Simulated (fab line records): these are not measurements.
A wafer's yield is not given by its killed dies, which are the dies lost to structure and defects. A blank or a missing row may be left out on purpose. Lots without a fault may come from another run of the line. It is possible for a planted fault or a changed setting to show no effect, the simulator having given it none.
Which tool is to blame? :: flow ritCmos :: Sampling: 15 lots, 45 wafers, 2 of 202 route steps

== WHAT EACH GAUGE READ, for each wafer ==
RIT_REOX_THK_MEAS_04.
lot: L645
measured: day 3 03:10
on: filmMetro-04
REOX_OXIDE_THK (nm): 25.4 25.7 25.2

lot: L646
measured: day 3 06:53
on: filmMetro-02
REOX_OXIDE_THK (nm): 25.3 25.8 26.0

lot: L647
measured: day 3 09:26
on: filmMetro-03
REOX_OXIDE_THK (nm): 25.1 25.3 25.1

lot: L648
measured: day 3 17:08
on: filmMetro-02
REOX_OXIDE_THK (nm): 25.8 25.8 25.5

lot: L649
measured: day 3 21:37
on: filmMetro-03
REOX_OXIDE_THK (nm): 22.0 21.8 21.7

lot: L650
measured: day 4 00:26
on: filmMetro-03
REOX_OXIDE_THK (nm): 21.8 21.9 21.6

lot: L651
measured: day 4 04:22
on: filmMetro-02
REOX_OXIDE_THK (nm): 24.0 24.2 24.0

lot: L652
measured: day 4 12:37
on: filmMetro-04
REOX_OXIDE_THK (nm): 25.7 25.8 25.3

lot: L653
measured: day 4 15:10
on: filmMetro-04
REOX_OXIDE_THK (nm): 24.7 24.6 24.4

lot: L654
measured: day 4 22:36
on: filmMetro-04
REOX_OXIDE_THK (nm): 21.2 21.1 21.7

lot: L659
measured: day 5 21:01
on: filmMetro-02
REOX_OXIDE_THK (nm): 25.5 25.5 25.3

lot: L660
measured: day 6 04:37
on: filmMetro-04
REOX_OXIDE_THK (nm): 24.3 24.9 24.2

lot: L662
measured: day 6 14:37
on: filmMetro-04
REOX_OXIDE_THK (nm): 24.1 24.4 23.8

lot: L666
measured: day 7 09:39
on: filmMetro-03
REOX_OXIDE_THK (nm): 25.2 25.1 25.1

lot: L667
measured: day 7 13:05
on: filmMetro-03
REOX_OXIDE_THK (nm): 24.8 24.9 24.8

== TOOL THAT RAN EACH LOT (tool first, then ch and the chambers of the sampled wafers, then the start) ==
lot: L645
RIT_REOX_OXIDATION_03: furnace-03 ch 0, day 3 00:37

lot: L646
RIT_REOX_OXIDATION_03: furnace-04 ch 0, day 3 04:20

lot: L647
RIT_REOX_OXIDATION_03: furnace-04 ch 0, day 3 06:53

lot: L648
RIT_REOX_OXIDATION_03: furnace-03 ch 0, day 3 14:34

lot: L649
RIT_REOX_OXIDATION_03: furnace-03 ch 0, day 3 19:04

lot: L650
RIT_REOX_OXIDATION_03: furnace-03 ch 0, day 3 21:52

lot: L651
RIT_REOX_OXIDATION_03: furnace-01 ch 0, day 4 01:47

lot: L652
RIT_REOX_OXIDATION_03: furnace-01 ch 0, day 4 10:03

lot: L653
RIT_REOX_OXIDATION_03: furnace-01 ch 0, day 4 12:36

lot: L654
RIT_REOX_OXIDATION_03: furnace-03 ch 0, day 4 20:03

lot: L659
RIT_REOX_OXIDATION_03: furnace-04 ch 0, day 5 18:28

lot: L660
RIT_REOX_OXIDATION_03: furnace-01 ch 0, day 6 02:03

lot: L662
RIT_REOX_OXIDATION_03: furnace-01 ch 0, day 6 12:03

lot: L666
RIT_REOX_OXIDATION_03: furnace-04 ch 0, day 7 07:04

lot: L667
RIT_REOX_OXIDATION_03: furnace-03 ch 0, day 7 10:32
- RIT_REOX_OXIDATION_03: target thk 25.2 nm, ox time 5580 s.

== AS READ BY THE TOOLS THEMSELVES (means over the sampled wafers that have a number; for cases with no such wafer, the mark the record gives instead) ==
RIT_REOX_OXIDATION_03.
lot: L645
tool: furnace-03
spikeTcCentreC (C): 903.8
spikeTcLoadC (C): 924
spikeTcSourceC (C): 928.5
tubeCenterTempC (C): 900.05
tube_center_temp_C_max: 902.3
zonePowerSourcePct (%): 28.2

lot: L646
tool: furnace-04
spikeTcCentreC (C): 900.6
spikeTcLoadC (C): 918
spikeTcSourceC (C): 926.1
tubeCenterTempC (C): 899.97
tube_center_temp_C_max: 902.4
zonePowerSourcePct (%): 28.9

lot: L647
tool: furnace-04
spikeTcCentreC (C): 900.3
spikeTcLoadC (C): 917
spikeTcSourceC (C): 925.3
tubeCenterTempC (C): 899.95
tube_center_temp_C_max: 902.5
zonePowerSourcePct (%): 29.0

lot: L648
tool: furnace-03
spikeTcCentreC (C): 903.0
spikeTcLoadC (C): 925
spikeTcSourceC (C): 927.1
tubeCenterTempC (C): 899.99
tube_center_temp_C_max: 902.1
zonePowerSourcePct (%): 28.4

lot: L649
tool: furnace-03
spikeTcCentreC (C): 888.7
spikeTcLoadC (C): 910
spikeTcSourceC (C): 913.0
tubeCenterTempC (C): 885.95
tube_center_temp_C_max: 888.3
zonePowerSourcePct (%): 27.5

lot: L650
tool: furnace-03
spikeTcCentreC (C): 888.7
spikeTcLoadC (C): 912
spikeTcSourceC (C): 913.9
tubeCenterTempC (C): 886.03
tube_center_temp_C_max: 888.7
zonePowerSourcePct (%): 27.3

lot: L651
tool: furnace-01
spikeTcCentreC (C): 900.4
spikeTcLoadC (C): 928
spikeTcSourceC (C): 923.5
tubeCenterTempC (C): 899.98
tube_center_temp_C_max: 902.6
zonePowerSourcePct (%): 28.6

lot: L652
tool: furnace-01
spikeTcCentreC (C): 902.1
spikeTcLoadC (C): 929
spikeTcSourceC (C): 924.0
tubeCenterTempC (C): 900.02
tube_center_temp_C_max: 902.5
zonePowerSourcePct (%): 28.5

lot: L653
tool: furnace-01
spikeTcCentreC (C): 900.3
spikeTcLoadC (C): 929
spikeTcSourceC (C): 923.6
tubeCenterTempC (C): 899.98
tube_center_temp_C_max: 902.0
zonePowerSourcePct (%): 28.3

lot: L654
tool: furnace-03
spikeTcCentreC (C): 888.7
spikeTcLoadC (C): 911
spikeTcSourceC (C): 912.8
tubeCenterTempC (C): 885.97
tube_center_temp_C_max: 888.0
zonePowerSourcePct (%): 27.4

lot: L659
tool: furnace-04
spikeTcCentreC (C): 901.0
spikeTcLoadC (C): 918
spikeTcSourceC (C): 925.1
tubeCenterTempC (C): 899.92
tube_center_temp_C_max: 902.1
zonePowerSourcePct (%): 28.8

lot: L660
tool: furnace-01
spikeTcCentreC (C): 900.2
spikeTcLoadC (C): 930
spikeTcSourceC (C): 923.7
tubeCenterTempC (C): 899.94
tube_center_temp_C_max: 902.0
zonePowerSourcePct (%): 28.5

lot: L662
tool: furnace-01
spikeTcCentreC (C): 900.6
spikeTcLoadC (C): 930
spikeTcSourceC (C): 924.5
tubeCenterTempC (C): 900.04
tube_center_temp_C_max: 902.5
zonePowerSourcePct (%): 28.3

lot: L666
tool: furnace-04
spikeTcCentreC (C): 901.3
spikeTcLoadC (C): 918
spikeTcSourceC (C): 925.3
tubeCenterTempC (C): 900.00
tube_center_temp_C_max: 902.8
zonePowerSourcePct (%): 29.0

lot: L667
tool: furnace-03
spikeTcCentreC (C): 902.5
spikeTcLoadC (C): 924
spikeTcSourceC (C): 927.6
tubeCenterTempC (C): 899.97
tube_center_temp_C_max: 902.3
zonePowerSourcePct (%): 28.1

== THE ANSWER, worked out from the rows above alone ==
Rule: the usual values come from the lots themselves. Put in order of their means at a reading, lots are off if they are a third of the lots or fewer, leave a main group of 4 or more, and stand apart from it by a gap of 3 or more times the standard deviation of the main group's means; of several such gaps the widest counts. The tables above print the reading to a certain number of digits; a main group whose means all agree to those digits is not used. A lot without any number at a reading at which 4 lots or more have one is off too. Where the step has rows for the other lots, those lots are counted as sound. Order of review: gauges by route order, followed by the tools' own readings, for which a lot's mean as printed above is used. The first step at which some lot is off is used, and at that step the reading that is off furthest; a lot without a number counts as furthest.
Off: L649, L650, L654, at RIT_REOX_THK_MEAS_04 (REOX_OXIDE_THK). For the main group the mean is 25.0 nm and the standard deviation 0.57.
If a tool, at a process step before that reading, ran all the lots that are off and no sound lot after the first of them, it fits. The gauges at RIT_REOX_THK_MEAS_04 aren't tried: what is off there is off at RIT_REOX_OXIDATION_03 too, on other tools, and a gauge's error can't cause that. None of those tried fits.

== WHAT THE SIMULATOR HAD INSERTED ==
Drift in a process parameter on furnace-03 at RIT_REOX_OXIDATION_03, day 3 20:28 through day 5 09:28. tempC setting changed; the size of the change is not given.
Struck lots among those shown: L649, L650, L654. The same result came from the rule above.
